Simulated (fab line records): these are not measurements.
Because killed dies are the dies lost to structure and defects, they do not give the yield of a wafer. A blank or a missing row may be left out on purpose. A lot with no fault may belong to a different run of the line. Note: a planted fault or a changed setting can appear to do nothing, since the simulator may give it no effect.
Which tool was responsible? -- flow berkeley_cmos170 -- Sampling: 15 lots, 45 wafers, 5 of 331 route steps

WHAT EACH GAUGE READ, for each wafer
The record holds no reading of a measuring or inspecting step that can be judged against a usual standard deviation.

WHAT TOOL EACH LOT RAN ON (gives the tool, then ch and the chambers of the sampled wafers, and finally the start)
lot,UCB170_SDANNEAL_RTA_00,UCB170_CONTACT_RTA_08,UCB170_M2_COAT_10,UCB170_M2_STRIP_19,UCB170_M3_STRIP_07
L948,"rtp_anneal-01 ch 0, day 7 07:00","rtp_anneal-01 ch 0, day 7 10:43","litho_track-02 ch 0, day 7 19:00","plasma_asher-03 ch 0,1, day 7 21:34","plasma_asher-04 ch 0,1, day 8 01:44"
L949,"rtp_anneal-02 ch 0, day 7 07:14","rtp_anneal-02 ch 0, day 7 12:36","litho_track-03 ch 0, day 8 00:00","plasma_asher-02 ch 0,1, day 8 01:32","plasma_asher-04 ch 0,1, day 8 05:08"
L951,"rtp_anneal-01 ch 0, day 8 05:43","rtp_anneal-01 ch 0, day 8 09:28","litho_track-03 ch 0, day 8 19:00","plasma_asher-03 ch 0,1, day 8 22:08","plasma_asher-04 ch 0,1, day 9 01:52"
L950,"rtp_anneal-02 ch 0, day 8 05:53","rtp_anneal-02 ch 0, day 8 09:41","litho_track-01 ch 0, day 8 20:00","plasma_asher-01 ch 0,1, day 8 22:22","plasma_asher-02 ch 0,1, day 9 02:25"
L952,"rtp_anneal-01 ch 0, day 8 11:26","rtp_anneal-01 ch 0, day 8 16:38","litho_track-02 ch 0, day 9 02:00","plasma_asher-01 ch 0,1, day 9 04:36","plasma_asher-04 ch 0,1, day 9 08:11"
L953,"rtp_anneal-02 ch 0, day 8 11:50","rtp_anneal-02 ch 0, day 8 16:37","litho_track-01 ch 0, day 9 05:00","plasma_asher-01 ch 0,1, day 9 06:40","plasma_asher-04 ch 0,1, day 9 10:27"
L955,"rtp_anneal-01 ch 0, day 9 08:13","rtp_anneal-01 ch 0, day 9 11:58","litho_track-03 ch 0, day 10 02:00","plasma_asher-03 ch 0,1, day 10 03:16","plasma_asher-04 ch 0,1, day 10 06:40"
L956,"rtp_anneal-02 ch 0, day 9 08:14","rtp_anneal-02 ch 0, day 9 12:00","litho_track-01 ch 0, day 10 02:00","plasma_asher-02 ch 0,1, day 10 03:35","plasma_asher-04 ch 0,1, day 10 07:08"
L958,"rtp_anneal-02 ch 0, day 9 11:40","rtp_anneal-02 ch 0, day 9 15:32","litho_track-02 ch 0, day 10 03:00","plasma_asher-03 ch 0,1, day 10 04:17","plasma_asher-01 ch 0,1, day 10 09:11"
L959,"rtp_anneal-01 ch 0, day 9 12:03","rtp_anneal-01 ch 0, day 9 17:20","litho_track-01 ch 0, day 10 11:00","plasma_asher-01 ch 0,1, day 10 13:07","plasma_asher-04 ch 0,1, day 10 19:06"
L960,"rtp_anneal-01 ch 0, day 9 12:27","rtp_anneal-02 ch 0, day 9 17:28","litho_track-03 ch 0, day 10 12:00","plasma_asher-02 ch 0,1, day 10 13:20","plasma_asher-02 ch 0,1, day 10 19:06"
L966,"rtp_anneal-01 ch 0, day 10 20:31","rtp_anneal-01 ch 0, day 11 02:38","litho_track-02 ch 0, day 11 13:00","plasma_asher-02 ch 0,1, day 11 15:11","plasma_asher-02 ch 0,1, day 11 18:48"
L968,"rtp_anneal-01 ch 0, day 11 17:16","rtp_anneal-01 ch 0, day 11 21:54","litho_track-01 ch 0, day 12 06:00","plasma_asher-01 ch 0,1, day 12 08:05","plasma_asher-02 ch 0,1, day 12 11:31"
L967,"rtp_anneal-01 ch 0, day 11 18:54","rtp_anneal-02 ch 0, day 11 22:49","litho_track-01 ch 0, day 12 08:00","plasma_asher-02 ch 0,1, day 12 09:19","plasma_asher-02 ch 0,1, day 12 12:44"
L970,"rtp_anneal-01 ch 0, day 12 00:54","rtp_anneal-01 ch 0, day 12 04:59","litho_track-01 ch 0, day 12 14:00","plasma_asher-02 ch 0,1, day 12 16:02","plasma_asher-02 ch 0,1, day 12 20:10"
- UCB170_SDANNEAL_RTA_00: time 10 s.
- UCB170_CONTACT_RTA_08: time 10 s.
- UCB170_M2_COAT_10: resist thk 900 nm.
- UCB170_M2_STRIP_19: strips in O2.
- UCB170_M3_STRIP_07: strips in O2.

WHAT THE TOOLS THEMSELVES READ (means of the sampled wafers that have a number; where no wafer has one, the mark that the record gives instead)
UCB170_SDANNEAL_RTA_00. Usual: lamp_power_pct 25.6 %, standard deviation 1.4; wafer_temp_C_max 904.2, standard deviation 0.89.
lot,tool,lamp_power_pct (%),wafer_temp_C_max,flag
L948,rtp_anneal-01,24.4,904.2,
L949,rtp_anneal-02,27.3,903.6,
L951,rtp_anneal-01,24.4,904.6,
L950,rtp_anneal-02,27.3,903.8,
L952,rtp_anneal-01,24.4,904.5,
L953,rtp_anneal-02,27.3,903.7,
L955,rtp_anneal-01,24.4,903.2,
L956,rtp_anneal-02,27.2,903.2,
L958,rtp_anneal-02,27.2,904.7,
L959,rtp_anneal-01,24.4,903.3,
L960,rtp_anneal-01,24.4,904.6,
L966,rtp_anneal-01,24.4,904.5,
L968,rtp_anneal-01,24.4,904.2,
L967,rtp_anneal-01,24.4,906.2,
L970,rtp_anneal-01,24.4,903.8,

UCB170_CONTACT_RTA_08. Usual: lamp_power_pct 25.8 %, standard deviation 1.4; wafer_temp_C_max 904.1, standard deviation 0.75.
lot,tool,lamp_power_pct (%),wafer_temp_C_max,flag
L948,rtp_anneal-01,24.4,903.9,
L949,rtp_anneal-02,27.3,905.6,
L951,rtp_anneal-01,24.4,903.6,
L950,rtp_anneal-02,27.3,904.0,
L952,rtp_anneal-01,24.4,903.7,
L953,rtp_anneal-02,27.2,903.9,
L955,rtp_anneal-01,24.4,905.1,
L956,rtp_anneal-02,27.3,903.8,
L958,rtp_anneal-02,27.2,904.2,
L959,rtp_anneal-01,24.4,904.0,
L960,rtp_anneal-02,27.2,903.2,
L966,rtp_anneal-01,24.4,905.0,
L968,rtp_anneal-01,24.4,903.9,
L967,rtp_anneal-02,27.3,903.9,
L970,rtp_anneal-01,24.4,904.3,

UCB170_M2_COAT_10. Usual: spin_speed_rpm reads 1499.8 rpm (standard deviation 1).
lot,tool,spin_speed_rpm (rpm),flag
L948,litho_track-02,1499.5,
L949,litho_track-03,1500.0,
L951,litho_track-03,1499.1,
L950,litho_track-01,1500.9,
L952,litho_track-02,1500.0,
L953,litho_track-01,1500.9,
L955,litho_track-03,1499.9,
L956,litho_track-01,1500.3,
L958,litho_track-02,1500.8,
L959,litho_track-01,1498.9,
L960,litho_track-03,1498.1,
L966,litho_track-02,1500.2,
L968,litho_track-01,1635.3,OFF
L967,litho_track-01,1634.5,OFF
L970,litho_track-01,1636.0,OFF

UCB170_M2_STRIP_19. Usual: drypump_motor_current_A 5.8 A, standard deviation 0.56; oes_product_au 0.547 a.u., standard deviation 0.0091.
lot,tool,drypump_motor_current_A (A),oes_product_au (a.u.),flag
L948,plasma_asher-03,5.3,0.547,
L949,plasma_asher-02,6.1,0.549,
L951,plasma_asher-03,5.6,0.540,
L950,plasma_asher-01,5.5,0.557,
L952,plasma_asher-01,6.0,0.554,
L953,plasma_asher-01,5.6,0.551,
L955,plasma_asher-03,5.6,0.533,
L956,plasma_asher-02,6.0,0.544,
L958,plasma_asher-03,5.7,0.548,
L959,plasma_asher-01,5.6,0.555,
L960,plasma_asher-02,6.0,0.546,
L966,plasma_asher-02,6.0,0.560,
L968,plasma_asher-01,6.0,0.503,OFF
L967,plasma_asher-02,6.1,0.505,OFF
L970,plasma_asher-02,6.0,0.510,OFF

UCB170_M3_STRIP_07. Usual: drypump_motor_current_A 5.9 A, standard deviation 0.59; oes_product_au 0.735 a.u., standard deviation 0.0047; strip_time_to_endpoint_s 22.02 s, standard deviation 0.058.
lot,tool,drypump_motor_current_A (A),oes_product_au (a.u.),strip_time_to_endpoint_s (s),flag
L948,plasma_asher-04,6.1,0.735,22.06,
L949,plasma_asher-04,5.6,0.737,21.94,
L951,plasma_asher-04,5.6,0.733,21.94,
L950,plasma_asher-02,6.1,0.736,21.98,
L952,plasma_asher-04,5.6,0.735,21.99,
L953,plasma_asher-04,5.6,0.739,22.04,
L955,plasma_asher-04,5.6,0.737,22.06,
L956,plasma_asher-04,5.6,0.735,22.02,
L958,plasma_asher-01,6.0,0.735,22.02,
L959,plasma_asher-04,5.6,0.735,21.98,
L960,plasma_asher-02,6.0,0.731,22.06,
L966,plasma_asher-02,6.1,0.733,22.00,
L968,plasma_asher-02,6.1,0.736,21.95,
L967,plasma_asher-02,6.0,0.736,22.12,
L970,plasma_asher-02,6.0,0.736,22.05,

THE ANSWER, worked out from the rows above alone
Rule: lot off if the mean of its wafers having a number is beyond 3 standard deviations from the usual mean. Also off: a lot with no number at a reading for which 4 or more lots have one. Any other lot the step has rows for is counted as sound. Order of review: gauges by route order, followed by the tools' own readings, for which a lot's mean as printed above is used. The first step at which some lot is off is used, and at that step the reading that is off furthest; a lot without a number counts as furthest.
Off, at UCB170_M2_COAT_10 on spin_speed_rpm: L968, L967, L970.
A tool fits if, at that step or a process step before it, it ran every lot that is off, and no sound lot after the first of them. Undecided on this evidence; 2 tools fit (rtp_anneal-01 at UCB170_SDANNEAL_RTA_00, litho_track-01 at UCB170_M2_COAT_10).

WHAT HAD BEEN PUT IN BY THE SIMULATOR
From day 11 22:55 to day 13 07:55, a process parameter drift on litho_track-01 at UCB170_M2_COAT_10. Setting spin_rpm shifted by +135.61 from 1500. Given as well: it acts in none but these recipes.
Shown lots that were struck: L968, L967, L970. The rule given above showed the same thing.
